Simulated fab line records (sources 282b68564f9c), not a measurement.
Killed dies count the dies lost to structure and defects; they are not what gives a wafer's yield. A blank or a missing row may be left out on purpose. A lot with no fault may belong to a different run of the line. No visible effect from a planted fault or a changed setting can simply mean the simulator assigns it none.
Problem report in the 8D (eight disciplines) form, filled by code    flow rit cmos    the parts of the form that need people (team, actions taken, sign-off) are left out

== 1. WHAT WENT WRONG ==
Wafers without a fault read 2600.5 nm, standard deviation 1.9; cd nm at RIT_M1_CD_MEAS_09 reads a mean of 2638.1 nm on 9 wafers belonging to 3 lots. That is +20 standard deviations from the usual mean.
The step: target cd 2600 nm.
First observed at day 6 16:51: wafer L604.1, on cd sem-02. Wafers with a number at this step in the record: 45, from 15 lots. By rule, "out" or "out of limits" means more than 4 standard deviations away from the usual mean. The rest of the wafers with a number are treated as sound.

== 2. WHAT IT IS, AND WHAT IT ISN'T ==
question                     is                      is not
which readings at this step  cd nm                   -
which lots                   L604, L605, L607        L589, L590, L591, L592, L593, L594, L595, L596, L597, L598, L602, L603
which wafers of those lots   all that have a number  -
read on which gauges         cd sem-01, cd sem-02    -
when                         from day 6 16:51        up to then (36 sound wafers)

== 3. SUSPECTS, AND WHAT RULES EACH OUT ==
Counting: any tool at a process step up to the reading is kept as a suspect provided that every lot that is out went through it and no sound lot did after the first of them.
- the gauge at RIT_M1_CD_MEAS_09: ruled out. 2 gauges (cd sem-01, cd sem-02) read the wafers that are out.
- plasma asher-04 at RIT_CONTACT_STRIP_12 (strips in O2, time 180 s): kept. It ran every lot that is out, first L604 (day 6 14:43), and no sound lot after that; its last sound lot up to then is L602 (day 6 08:59).
- litho track-04 at RIT_M1_DEVELOP_08 (develop time 68 s): kept. It ran every lot that is out, first L604 (day 6 16:00), and no sound lot after that; its last sound lot up to then is L603 (day 6 14:00).
Remaining after the count are plasma asher-04 at RIT_CONTACT_STRIP_12 and litho track-04 at RIT_M1_DEVELOP_08.

== 4. THE CAUSE (what the simulator had put in) ==
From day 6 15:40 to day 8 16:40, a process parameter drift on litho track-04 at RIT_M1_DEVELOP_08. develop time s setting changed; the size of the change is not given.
Counting leaves 2 suspects; this tool is one of them.

== 5. SEQUENCE OF EFFECTS, ordered by route ==
One row per reading whose mean, taken over the struck wafers that have a number, lies over 3 standard deviations from the usual. Only readings whose record carries a usual standard deviation are examined. hours: median over the lots of the time between each lot's start at the first step of this table that gives one and its start at this step. sigmas: the change, counted in usual standard deviations.
hours  step               reading  usual      on struck wafers  change  sigmas
0      RIT_M1_CD_MEAS_09  cd nm    2600.5 nm  2638.1            +37.6   +20

== 6. HOW IT WOULD HAVE BEEN CAUGHT EARLIER ==
In this record the first reading out of limits at a measuring or inspecting step was taken at day 6 16:51, 1 hour after the fault began at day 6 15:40.
L605, L607, from the lots that are out (3), started RIT_M1_DEVELOP_08 on litho track-04 later than day 6 16:51. A hold on the tool at that time would have spared those 2.
